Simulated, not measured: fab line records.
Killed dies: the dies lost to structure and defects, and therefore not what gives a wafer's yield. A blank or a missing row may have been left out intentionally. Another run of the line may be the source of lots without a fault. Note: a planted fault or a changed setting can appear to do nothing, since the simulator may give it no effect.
2 desks looking at one fault -- flow berkeley cmos170 -- every desk sees just its own numbers, and what lay behind them comes last

FROM THE METROLOGY DESK
Lot by lot, what the gauges showed, no matter which tool ran the lot: averages of those sampled wafers that carry a number. A lot is out of limits, marked OUT, if its mean lies more than 4 standard deviations from the usual mean; the brackets give that distance.
Columns: A = NSD_RS at UCB170_SDANNEAL_RS_MEAS_03, usual 37.28 ohm/sq
lot,first seen here,A
L837,day 7 02:12,37.37
L838,day 7 04:13,37.20
L839,day 7 11:55,37.31
L842,day 7 12:02,37.16
L841,day 7 12:29,37.27
L840,day 7 12:41,37.34
L848,day 8 20:36,37.30
L851,day 9 19:56,37.35
L855,day 10 12:04,37.37
L856,day 10 12:08,37.21
L857,day 11 05:08,37.18
L859,day 11 09:46,37.19
L858,day 11 09:55,37.34
L860,day 11 10:16,37.18
This desk found nothing out of limits on any of the 14 lots.

FOR THE TOOL OWNER'S DESK: litho track-04
The tool's own readings at UCB170_V1_DEVELOP_11 (develop time 45 s): means of the sampled wafers that have a number, for each lot that ran on this tool. A lot is out of limits, marked OUT, if its mean lies more than 4 standard deviations from the usual mean; the brackets give that distance.
Columns: A = developer temp C at UCB170_V1_DEVELOP_11, usual 20.98 C
lot,first seen here,A
L838,day 7 17:00,21.07
L842,day 8 02:00,21.01
L848,day 9 12:00,21.91 (+7.8) OUT
L851,day 10 12:00,21.68 (+5.8) OUT
This desk finds L848, L851 out of limits, L848 being first, at day 9 12:00 (developer temp C at UCB170_V1_DEVELOP_11). In limits: L838, L842.

PUT TOGETHER
At day 9 12:00, on L848, L851, the tool owner's desk was in a position to raise an alarm.
From the metrology desk's view, nothing was out of limits.
The metrology desk has L848, L851 on record, within its limits.
Of the lots named, all ran UCB170_V1_DEVELOP_11 on litho track-04.

WHAT THE SIMULATOR HAD INSERTED
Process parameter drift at UCB170_V1_DEVELOP_11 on litho track-04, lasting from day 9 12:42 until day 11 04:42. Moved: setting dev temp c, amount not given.
Struck lots among those shown: L848, L851.
